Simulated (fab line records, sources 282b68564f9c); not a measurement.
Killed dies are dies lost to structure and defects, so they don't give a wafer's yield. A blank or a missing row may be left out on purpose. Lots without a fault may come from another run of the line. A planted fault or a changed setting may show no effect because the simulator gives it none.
fab line records | flow rit_cmos
record lots=15 wafers=45 last_day=7
route steps=202 shown ACTIVE@1 NRETRO@62 GATE@75 FOX2@80
lots that met no fault: from a run of the same line without faults
start_h: hours from the record's first day to the start of the lot's first wafer shown | wait_h: hours since the lot's step before | " the same as in the row above | L1.1+2: a row that stands for several wafers | - no value, or no start given | * or withheld: withheld | < > ~ a bound
route shown NAME@n: a module of which the file shows steps, and the number in the route of the first | usual: mean/standard deviation of fault-free wafers | same: alike in all rows | chamber/n: place in a boat | sites: the reading at each site | _std_site: their standard deviation | _edge_site: outer sites' mean less inner sites' | radius_mm: how far each site lies from the wafer's centre | mask NAME#n: copy n | behind: the tool/chamber that last shaped the wafer | hold: why the lot was held/for how many hours/how that ended | device: the transistor (n, p or np) that didn't switch | end of line: the same wafers' tests at the end of the route | a step without rows: its recipe alone | killed: dies lost to structure and defects at the first sort, not the wafer's yield | map: a wafer's dies, x killed, . not, _ none there
set.NAME: the setting as run; set.NAME@STEP: as run at that earlier step | model.NAME: the simulator's own value behind a step, which no gauge read
steps of the route over a sample of lots; a table a step, a row a wafer
services: from which hour (start_h, from the record's first day; less than 0 if before it) a tool's chamber was out of use, for how many hours, and why
## steps
# step RIT_ACTIVE_BOW_MEAS_00
# recipe mode=bow
# usual INCOMING_BOW=0/6.2
# columns lot.wafer tool chamber start_h wait_h INCOMING_BOW[um]
L615.1 film_metro-02 - 10.00 - 1
L615.2 " - " " 8
L615.3 " - " " -5
L616.2 film_metro-03 - 15.02 - 10
L616.3 " - " " 4
L616.4 " - " " -2
L618.1 film_metro-04 - 25.00 - 3
L618.2 " - " " -12
L618.6 " - " " 1
L619.1 film_metro-03 - 30.00 - 0
L619.4 " - " " -6
L619.5 " - " " 1
L621.1 film_metro-04 - 40.00 - -3
L621.2 " - " " -3
L621.6 " - " " -5
L622.1 film_metro-04 - 45.00 - -7
L622.3 " - " " 2
L622.4 " - " " 1
L624.1 film_metro-03 - 55.00 - 1
L624.4 " - " " -5
L624.5 " - " " 15
L625.1 film_metro-02 - 60.00 - -14
L625.3 " - " " -3
L625.5 " - " " 7
L626.1 film_metro-04 - 65.00 - -4
L626.4 " - " " 3
L626.5 " - " " -11
L627.1 film_metro-04 - 70.00 - 0
L627.3 " - " " 21
L627.4 " - " " -1
L629.2 film_metro-03 - 80.02 - -5
L629.3 " - " " -1
L629.6 " - " " 3
L633.2 film_metro-04 - 100.02 - 18
L633.4 " - " " 1
L633.5 " - " " 0
L634.1 film_metro-02 - 105.00 - 0
L634.2 " - " " 0
L634.6 " - " " -3
L635.1 film_metro-02 - 110.00 - 1
L635.4 " - " " 4
L635.6 " - " " 3
L638.3 film_metro-02 - 125.04 - -5
L638.4 " - " " -4
L638.6 " - " " 3
# step RIT_ACTIVE_STRIP_14
# recipe chemistry=O2 time_s=180 resist=NOVOLAK platen_temp_c=withheld power_w=500 pressure_mtorr=4000 o2_flow_sccm=4000
# usual drypump_motor_current_A=5.5/0.38
# columns lot.wafer tool chamber start_h wait_h drypump_motor_current_A rf_hours_counter_h
L615.1 plasma_asher-03 1 15.51 0.1 5.4 40
L615.2 " 0 " " 5.9 40
L615.3 " 0 " " 5.9 -
L616.2 plasma_asher-04 1 20.07 0.1 5.0 42
L616.3 " 0 " " 5.4 -
L616.4 " 1 " " 5.1 -
L618.1 plasma_asher-04 0 30.03 0.1 5.4 43
L618.2 " 1 " " 5.0 43
L618.6 " 1 " " 5.1 -
L619.1 plasma_asher-01 1 34.84 0.1 5.8 26
L619.4 " 1 " " 5.7 -
L619.5 " 0 " " 6.2 -
L621.1 plasma_asher-04 0 44.84 0.1 5.4 45
L621.2 " 1 " " 5.0 45
L621.6 " 0 " " 5.4 -
L622.1 plasma_asher-01 0 50.68 0.1 6.2 27
L622.3 " 0 " " 6.2 -
L622.4 " 1 " " 5.8 -
L624.1 plasma_asher-04 1 60.52 0.1 5.1 46
L624.4 " 1 " " 5.1 -
L624.5 " 1 " " 5.1 -
L625.1 plasma_asher-03 1 64.97 0.1 5.5 45
L625.3 " 0 " " 5.9 -
L625.5 " 0 " " 5.9 -
L626.1 plasma_asher-01 0 69.97 0.1 6.2 29
L626.4 " 0 " " 6.2 -
L626.5 " 0 " " 6.2 -
L627.1 plasma_asher-03 0 74.84 0.1 6.0 46
L627.3 " 0 " " 6.0 -
L627.4 " 1 " " 5.4 -
L629.2 plasma_asher-01 1 84.84 0.1 5.7 31
L629.3 " 1 " " 5.8 -
L629.6 " 0 " " 6.2 -
L633.2 plasma_asher-04 0 104.93 0.1 5.4 52
L633.4 " 1 " " 5.0 -
L633.5 " 0 " " 5.4 -
L634.1 plasma_asher-04 1 109.97 0.1 5.0 52
L634.2 " 0 " " 5.4 52
L634.6 " 1 " " 5.0 -
L635.1 plasma_asher-04 0 114.84 0.1 5.4 53
L635.4 " 0 " " 5.4 -
L635.6 " 1 " " 5.0 -
L638.3 plasma_asher-04 0 130.03 0.1 5.4 -
L638.4 " 1 " " 5.0 -
L638.6 " 0 " " 5.4 -
# step RIT_NRETRO_STRIP_09
# recipe chemistry=O2 time_s=180 resist=NOVOLAK platen_temp_c=withheld power_w=500 pressure_mtorr=4000 o2_flow_sccm=4000
# usual drypump_motor_current_A=5.72/0.23
# columns lot.wafer tool chamber start_h wait_h drypump_motor_current_A rf_hours_counter_h
L615.1 plasma_asher-02 0 31.57 0.1 5.62 30
L615.2 " 1 " " 5.54 30
L615.3 " 1 " " 5.53 -
L616.2 plasma_asher-02 1 34.70 0.1 5.50 30
L616.3 " 1 " " 5.54 -
L616.4 " 0 " " 5.66 -
L618.1 plasma_asher-01 0 45.73 0.1 6.17 27
L618.2 " 1 " " 5.76 27
L618.6 " 1 " " 5.76 -
L619.1 plasma_asher-02 0 51.41 0.1 5.61 32
L619.4 " 1 " " 5.54 -
L619.5 " 0 " " 5.58 -
L621.1 plasma_asher-03 0 59.38 0.1 5.95 45
L621.2 " 1 " " 5.47 45
L621.6 " 1 " " 5.47 -
L622.1 plasma_asher-01 1 65.59 0.1 5.76 29
L622.3 " 0 " " 6.18 -
L622.4 " 1 " " 5.78 -
L624.1 plasma_asher-02 1 75.22 0.1 5.56 35
L624.4 " 1 " " 5.56 -
L624.5 " 1 " " 5.56 -
L625.1 plasma_asher-03 1 79.60 0.1 5.47 47
L625.3 " 0 " " 5.96 -
L625.5 " 0 " " 5.93 -
L626.1 plasma_asher-02 1 84.56 0.1 5.54 36
L626.4 " 1 " " 5.53 -
L626.5 " 0 " " 5.64 -
L627.1 plasma_asher-01 0 89.59 0.1 6.17 32
L627.3 " 1 " " 5.74 -
L627.4 " 0 " " 6.16 -
L629.2 plasma_asher-02 0 99.63 0.1 5.66 38
L629.3 " 1 " " 5.55 -
L629.6 " 0 " " 5.68 -
L633.2 plasma_asher-02 0 120.06 0.1 5.63 0
L633.4 " 0 " " 5.62 -
L633.5 " 1 " " 5.54 -
L634.1 plasma_asher-01 1 125.17 0.1 5.76 36
L634.2 " 0 " " 6.17 36
L634.6 " 1 " " 5.76 -
L635.1 plasma_asher-02 1 129.09 0.1 5.55 1
L635.4 " 0 " " 5.65 -
L635.6 " 0 " " 5.63 -
L638.3 plasma_asher-02 0 146.80 0.1 5.64 -
L638.4 " 1 " " 5.51 -
L638.6 " 1 " " 5.55 -
# step RIT_GATE_WET_ETCH_00
# recipe chemistry=BOE target=SiO2 target_depth_nm=56 time_s=60 dry=n2_spin dilution=10:1 temp_c=21.5
# usual bath_heat_duty_pct=1.6/0.39 run_length_s=88/3.7
# columns lot.wafer tool chamber start_h wait_h bath_heat_duty_pct run_length_s
L615.1 wet_bench-04 1 33.36 0.1 1.2 92
L615.2 " 1 " " 1.5 92
L615.3 " 1 " " 1.6 92
L616.2 wet_bench-01 3 36.49 0.0 1.7 92
L616.3 " 3 " " 0.9 92
L616.4 " 3 " " 1.8 92
L618.1 wet_bench-04 2 47.64 0.1 1.6 93
L618.2 " 2 " " 2.1 93
L618.6 " 2 " " 1.2 93
L619.1 wet_bench-01 3 53.33 0.1 1.0 92
L619.4 " 3 " " 1.5 92
L619.5 " 3 " " 1.1 92
L621.1 wet_bench-04 0 61.17 0.1 1.8 85
L621.2 " 0 " " 1.5 85
L621.6 " 0 " " 1.2 85
L622.1 wet_bench-03 1 67.56 0.1 1.3 86
L622.3 " 1 " " 1.5 86
L622.4 " 1 " " 1.6 86
L624.1 wet_bench-01 0 77.43 0.1 1.2 85
L624.4 " 0 " " 2.0 85
L624.5 " 0 " " 1.7 85
L625.1 wet_bench-03 3 81.73 0.1 2.0 86
L625.3 " 3 " " 2.2 86
L625.5 " 3 " " 2.0 86
L626.1 wet_bench-01 3 86.35 0.1 1.5 86
L626.4 " 3 " " 1.3 86
L626.5 " 3 " " 0.7 86
L627.1 wet_bench-04 3 91.53 0.1 1.4 93
L627.3 " 3 " " 1.2 93
L627.4 " 3 " " 1.9 93
L629.2 wet_bench-03 3 101.75 0.0 1.8 85
L629.3 " 3 " " 1.8 85
L629.6 " 3 " " 1.9 85
L633.2 wet_bench-04 0 122.07 0.0 - -
L633.4 " 0 " " - -
L633.5 " 0 " " - -
L634.1 wet_bench-03 2 127.17 0.1 - -
L634.2 " 2 " " - -
L634.6 " 2 " " - -
L635.1 wet_bench-04 0 130.87 0.1 - -
L635.4 " 0 " " - -
L635.6 " 0 " " - -
L638.3 wet_bench-04 0 148.53 0.0 1.5 85
L638.4 " 0 " " 1.1 85
L638.6 " 0 " " 1.7 85
# step RIT_FOX2_THK_MEAS_91
# recipe reads=SiO2_of_FOX2_OXIDATION_00
# usual FIELD_OXIDE_LEFT_2_THK=254/7.3
# columns lot.wafer tool chamber start_h wait_h FIELD_OXIDE_LEFT_2_THK[nm]
L615.1 film_metro-01 - 33.80 0.0 239
L615.2 " - " " 236
L615.3 " - " " 232
L616.2 film_metro-04 - 36.92 0.0 249
L616.3 " - " " 255
L616.4 " - " " 252
L618.1 film_metro-04 - 48.09 0.0 250
L618.2 " - " " 247
L618.6 " - " " 246
L619.1 film_metro-01 - 53.75 0.0 251
L619.4 " - " " 255
L619.5 " - " " 257
L621.1 film_metro-04 - 61.59 0.0 267
L621.2 " - " " 264
L621.6 " - " " 266
L622.1 film_metro-03 - 67.98 0.0 266
L622.3 " - " " 262
L622.4 " - " " 254
L624.1 film_metro-04 - 77.85 0.0 251
L624.4 " - " " 255
L624.5 " - " " 253
L625.1 film_metro-01 - 82.14 0.0 246
L625.3 " - " " 248
L625.5 " - " " 248
L626.1 film_metro-03 - 86.78 0.0 251
L626.4 " - " " 252
L626.5 " - " " 253
L627.1 film_metro-03 - 92.14 0.0 256
L627.3 " - " " 264
L627.4 " - " " 262
L629.2 film_metro-01 - 102.19 0.0 254
L629.3 " - " " 251
L629.6 " - " " 252
L633.2 film_metro-03 - 122.50 0.0 313
L633.4 " - " " 316
L633.5 " - " " 316
L634.1 film_metro-04 - 127.59 0.0 306
L634.2 " - " " 309
L634.6 " - " " 304
L635.1 film_metro-03 - 131.29 0.0 305
L635.4 " - " " 307
L635.6 " - " " 308
L638.3 film_metro-01 - 148.97 0.0 266
L638.4 " - " " 264
L638.6 " - " " 262
## services
# columns tool chamber start_h hours kind
plasma_asher-03 - 25.21 1.6 repair
plasma_asher-03 - 25.40 3.0 repair
plasma_asher-03 - 60.21 2.8 pm
plasma_asher-03 - 81.50 28.1 pm
plasma_asher-02 - 108.75 9.0 pm
plasma_asher-02 0 108.75 9.0 vent_cycle
plasma_asher-02 1 108.75 9.0 vent_cycle
plasma_asher-02 0 117.75 - clean
plasma_asher-02 1 117.75 - clean
plasma_asher-03 - 131.59 9.1 repair
## key
first_sign step=RIT_GATE_WET_ETCH_00 reading=tool_record direction=missing
effect step=RIT_FOX2_THK_MEAS_91 reading=FIELD_OXIDE_LEFT_2_THK direction=up sigmas=7.6 usual=254 struck=309
met_at RIT_GATE_WET_ETCH_00
struck_lots L633,L634,L635
later_rows_left_out L633.2,L633.4,L633.5,L634.1,L634.2,L634.6,L635.1,L635.4,L635.6
sort_left_out L633.2,L633.4,L633.5,L634.1,L634.2,L634.6,L635.1,L635.4,L635.6
tester_left_out L633,L634,L635
not_acting_at RIT_ACTIVE_BOW_MEAS_00,RIT_ACTIVE_STRIP_14,RIT_NRETRO_STRIP_09
onset_between 101.75 122.07
fault kind=skipped_step_whole tool=wet_bench-03,wet_bench-04 chamber=- onset_h=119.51 steps=RIT_GATE_WET_ETCH_00 scope=struck_lots_only
# tester_left_out: of these lots the tester's yield and bins aren't shown, on N5 and GAA mostly nor the transistor test; their killed dies are dies lost to structure and defects alone, not to doping, threshold or leakage, so they don't give the yield
# sort_left_out: the simulated sort isn't trusted on such a fault, so these wafers' sort isn't shown, and their yield isn't known
# later_rows_left_out: the simulator's readings of these wafers behind a module that went badly wrong aren't trusted and aren't shown, but for the sort
